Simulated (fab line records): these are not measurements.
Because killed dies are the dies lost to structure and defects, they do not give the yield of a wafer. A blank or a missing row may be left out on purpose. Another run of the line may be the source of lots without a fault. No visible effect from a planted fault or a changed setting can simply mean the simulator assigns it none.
fab line records ; flow berkeleyCmos170
[record] lots = 15; wafers = 45; lastDay = 9
route steps=331 shown GATE@141
lots untouched by any fault: they come from a run of this same line in which no faults occurred
startH: hours from the record's opening day to when the first of the lot's shown wafers began ; waitH: hours elapsed since this lot's preceding step ; " unchanged from the row above ; L1.1+2: a row that stands for several wafers ; - value missing, or start not given ; * or withheld: withheld ; < > ~ a bound
route shown NAME@n: a module of which the file shows steps, and the number in the route of the first ; usual: the fault-free wafers' mean and standard deviation ; same: alike in all rows ; chamber/n: place in a boat ; sites: the reading at each site ; _std_site: how widely they spread, as a standard deviation ; _edge_site: outer sites' mean less inner sites' ; radiusMm: how far each site lies from the wafer's centre ; mask NAME#n: copy n ; behind: the last tool/chamber to shape the wafer ; hold: why the lot was held/for how many hours/how that ended ; device: names the non-switching transistor (n, p or np) ; end of line: the tests these same wafers got at the end of their route ; a step given without rows: its recipe and nothing more ; killed: dies that structure and defects cost at the first sort, which is not the same as the wafer's yield ; map: the dies of a wafer, with x for killed, . for not killed, _ for no die there
set.NAME: the setting that was run; set.NAME@STEP: the one run at that earlier step ; model.NAME: the simulator's own value behind a step, which no gauge read
one table for each step of the route and one row for each wafer, over a sample of lots
services: a tool's chamber out of use, with start hour (startH, from the record's first day; less than 0 if before it), hours out, and reason
[[steps]]
[step UCB170_GATE_ETCH_15]
[recipe] chemistry = HBr/Cl2; target = poly-Si; stopOn = SiO2; overEtchFrac = 0.3; icpW = 300; biasW = 150; timeS = 56.3; pressureMtorr = 15; HBr_flow_sccm = 150; Cl2_flow_sccm = 50; targetDepthA = 2782
[usual] HBr_flow_sccm = 150.0/0.42; biasW = 150.0/0.41; drypumpMotorCurrentA = 6.0/0.48; heBacksideLeakSccm = 2.6/0.3; mfcCl2Sccm = 49.98/0.14; oesProductAu = 0.835/0.015; overEtchFrac = 0.3/0; throttleValvePct = 26.44/0.14
lot.wafer;tool;chamber;startH;waitH;HBr_flow_sccm;biasW;drypumpMotorCurrentA;heBacksideLeakSccm;mfcCl2Sccm;oesProductAu;overEtchFrac;rfHoursCounterH;throttleValvePct
L170.2;rieSi-02;1;108.66;-;149.9;149.8;6.6;2.2;50.00;0.827;0.3;31;26.60
L170.4;rieSi-02;3;108.66;-;150.5;150.3;6.3;2.6;50.13;0.863;0.3;1;26.26
L170.6;rieSi-02;1;108.66;-;149.6;149.6;6.6;2.0;49.90;0.821;0.3;-;26.60
L171.3;rieSi-02;3;114.69;-;150.1;150.0;6.3;2.5;50.23;0.854;0.3;1;26.27
L171.4;rieSi-02;0;114.69;-;149.5;150.4;5.6;3.1;49.87;0.852;0.3;92;26.47
L171.5;rieSi-02;0;114.69;-;149.3;149.8;5.6;3.1;50.06;0.845;0.3;-;26.47
L173.1;rieSi-01;0;137.38;-;149.8;150.6;6.7;2.8;50.01;0.831;0.3;38;26.35
L173.2;rieSi-01;2;137.38;-;149.8;150.5;5.1;2.6;49.57;0.840;0.3;1;26.34
L173.4;rieSi-01;3;137.38;-;150.3;149.7;6.0;2.3;49.99;0.819;0.3;40;26.70
L174.1;rieSi-02;1;137.65;-;149.7;149.8;6.6;2.2;50.22;0.809;0.3;31;26.60
L174.2;rieSi-02;2;137.65;-;150.1;149.8;5.8;2.9;49.88;0.828;0.3;68;26.55
L174.3;rieSi-02;0;137.65;-;149.5;149.5;5.6;3.2;50.02;0.837;0.3;92;26.47
L172.1;rieSi-01;1;137.98;-;150.0;150.4;5.9;2.5;50.28;0.844;0.3;51;26.35
L172.3;rieSi-01;0;137.98;-;150.4;150.0;6.6;2.8;50.09;0.824;0.3;38;26.34
L172.5;rieSi-01;2;137.98;-;150.0;149.8;5.1;2.5;50.14;0.818;0.3;-;26.34
L177.1;rieSi-02;3;142.92;-;149.7;149.6;6.3;2.7;49.86;0.832;0.3;2;26.27
L177.5;rieSi-02;1;142.92;-;149.8;150.0;6.6;2.3;49.82;0.807;0.3;-;26.63
L177.6;rieSi-02;0;142.92;-;150.1;149.6;5.6;3.3;49.91;0.841;0.3;-;26.47
L176.4;rieSi-01;2;143.16;-;150.3;149.7;5.1;2.5;50.04;0.839;0.3;1;26.36
L176.5;rieSi-01;0;143.16;-;149.8;150.6;6.6;2.7;49.98;0.833;0.3;-;26.33
L176.6;rieSi-01;1;143.16;-;149.9;149.6;5.9;2.6;49.94;0.844;0.3;-;26.36
L175.2;rieSi-02;1;143.20;-;150.5;150.3;6.6;2.2;49.87;0.817;0.3;31;26.61
L175.4;rieSi-02;2;143.20;-;149.2;149.8;5.8;2.8;49.96;0.826;0.3;68;26.53
L175.5;rieSi-02;1;143.20;-;150.3;150.2;6.6;2.3;49.50;0.815;0.3;-;26.61
L178.1;rieSi-01;3;145.07;-;150.4;149.5;6.0;2.5;50.17;0.822;0.3;40;26.71
L178.2;rieSi-01;1;145.07;-;149.4;150.4;5.9;2.7;49.98;0.849;0.3;51;26.35
L178.5;rieSi-01;1;145.07;-;149.9;150.1;5.9;2.4;49.89;0.852;0.3;-;26.35
L180.1;rieSi-02;3;166.87;-;150.4;149.8;6.3;2.4;50.12;0.853;0.3;2;26.25
L180.4;rieSi-02;2;166.87;-;150.2;149.8;5.8;2.8;49.92;0.827;0.3;68;26.54
L180.5;rieSi-02;2;166.87;-;149.6;149.6;5.8;2.8;50.04;0.836;0.3;-;26.54
L179.2;rieSi-01;0;166.99;-;150.1;149.7;6.6;2.7;50.17;0.826;0.3;38;26.35
L179.3;rieSi-01;1;166.99;-;149.9;150.2;5.9;2.3;50.09;0.858;0.3;51;26.35
L179.4;rieSi-01;3;166.99;-;150.8;149.9;6.0;2.4;49.93;0.822;0.3;40;26.72
L181.1;rieSi-02;0;167.15;-;149.7;149.3;5.6;3.1;49.94;0.845;0.3;92;26.46
L181.2;rieSi-02;2;167.15;-;150.2;150.2;5.8;2.8;49.96;0.837;0.3;68;26.54
L181.5;rieSi-02;3;167.15;-;150.5;150.1;6.3;2.6;50.19;0.858;0.3;-;26.26
L184.3;rieSi-01;1;186.97;-;-;-;-;-;-;-;-;-;-
L184.4;rieSi-01;0;186.97;-;-;-;-;-;-;-;-;-;-
L184.6;rieSi-01;0;186.97;-;-;-;-;-;-;-;-;-;-
L185.2;rieSi-02;2;187.11;-;-;-;-;-;-;-;-;-;-
L185.3;rieSi-02;0;187.11;-;-;-;-;-;-;-;-;-;-
L185.4;rieSi-02;1;187.11;-;-;-;-;-;-;-;-;-;-
L187.2;rieSi-01;0;195.15;-;-;-;-;-;-;-;-;-;-
L187.3;rieSi-01;3;195.15;-;-;-;-;-;-;-;-;-;-
L187.6;rieSi-01;1;195.15;-;-;-;-;-;-;-;-;-;-
[step UCB170_GATE_CD_MEAS_90]
[recipe] targetCdNm = 350
[usual] cdNm = 350.3/1.3
lot.wafer;tool;chamber;startH;waitH;cdNm
L170.2;cdSem-01;-;108.88;0.1;349.9
L170.4;cdSem-01;-;108.88;0.1;350.5
L170.6;cdSem-01;-;108.88;0.1;350.3
L171.3;cdSem-01;-;114.93;0.1;348.6
L171.4;cdSem-01;-;114.93;0.1;351.6
L171.5;cdSem-01;-;114.93;0.1;350.2
L173.1;cdSem-02;-;137.53;0.1;351.7
L173.2;cdSem-02;-;137.53;0.1;348.8
L173.4;cdSem-02;-;137.53;0.1;348.7
L174.1;cdSem-01;-;137.85;0.1;350.8
L174.2;cdSem-01;-;137.85;0.1;352.9
L174.3;cdSem-01;-;137.85;0.1;350.1
L172.1;cdSem-02;-;138.13;0.1;348.5
L172.3;cdSem-02;-;138.13;0.1;350.8
L172.5;cdSem-02;-;138.13;0.1;349.6
L177.1;cdSem-01;-;143.12;0.1;350.8
L177.5;cdSem-01;-;143.12;0.1;347.9
L177.6;cdSem-01;-;143.12;0.1;348.7
L175.2;cdSem-01;-;143.36;0.1;351.2
L175.4;cdSem-01;-;143.36;0.1;350.3
L175.5;cdSem-01;-;143.36;0.1;349.1
L176.4;cdSem-02;-;143.37;0.1;351.7
L176.5;cdSem-02;-;143.37;0.1;351.2
L176.6;cdSem-02;-;143.37;0.1;350.6
L178.1;cdSem-01;-;145.22;0.1;351.4
L178.2;cdSem-01;-;145.22;0.1;349.4
L178.5;cdSem-01;-;145.22;0.1;351.1
L180.1;cdSem-01;-;167.02;0.1;350.9
L180.4;cdSem-01;-;167.02;0.1;351.8
L180.5;cdSem-01;-;167.02;0.1;352.2
L179.2;cdSem-02;-;167.16;0.1;350.2
L179.3;cdSem-02;-;167.16;0.1;348.6
L179.4;cdSem-02;-;167.16;0.1;348.2
L181.1;cdSem-01;-;167.30;0.1;352.5
L181.2;cdSem-01;-;167.30;0.1;351.9
L181.5;cdSem-01;-;167.30;0.1;352.7
L184.3;cdSem-02;-;187.16;0.1;-
L184.4;cdSem-02;-;187.16;0.1;-
L184.6;cdSem-02;-;187.16;0.1;-
L185.2;cdSem-02;-;187.28;0.1;-
L185.3;cdSem-02;-;187.28;0.1;-
L185.4;cdSem-02;-;187.28;0.1;-
L187.2;cdSem-02;-;195.34;0.1;-
L187.3;cdSem-02;-;195.34;0.1;-
L187.6;cdSem-02;-;195.34;0.1;-
[[services]]
tool;chamber;startH;hours;kind
rieSi-01;2;91.31;18.7;repair
rieSi-01;3;159.51;3.9;repair
[[key]]
[firstSign] step = UCB170_GATE_ETCH_15; reading = toolRecord; direction = missing
[effect] step = UCB170_GATE_CD_MEAS_90; reading = cdNm; direction = missing
metAt UCB170_GATE_ETCH_15
struckLots L184,L185,L187
laterRowsLeftOut L184.3,L184.4,L184.6,L185.2,L185.3,L185.4,L187.2,L187.3,L187.6
sortLeftOut L184.3,L184.4,L184.6,L185.2,L185.3,L185.4,L187.2,L187.3,L187.6
testerLeftOut L184,L185,L187
onsetBetween 167.15 186.97
[fault] kind = skippedStepWhole; tool = rieSi-01,rieSi-02; chamber = -; onsetH = 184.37; steps = UCB170_GATE_ETCH_15; scope = struckLotsOnly
// testerLeftOut: of these lots the tester's yield and bins aren't shown, on N5 and GAA mostly nor the transistor test; their killed dies are dies lost to structure and defects alone, not to doping, threshold or leakage, so they don't give the yield
// sortLeftOut: the simulated sort isn't trusted on such a fault, so these wafers' sort isn't shown, and their yield isn't known
// laterRowsLeftOut: the simulator's readings of these wafers behind a module that went badly wrong aren't trusted and aren't shown, but for the sort
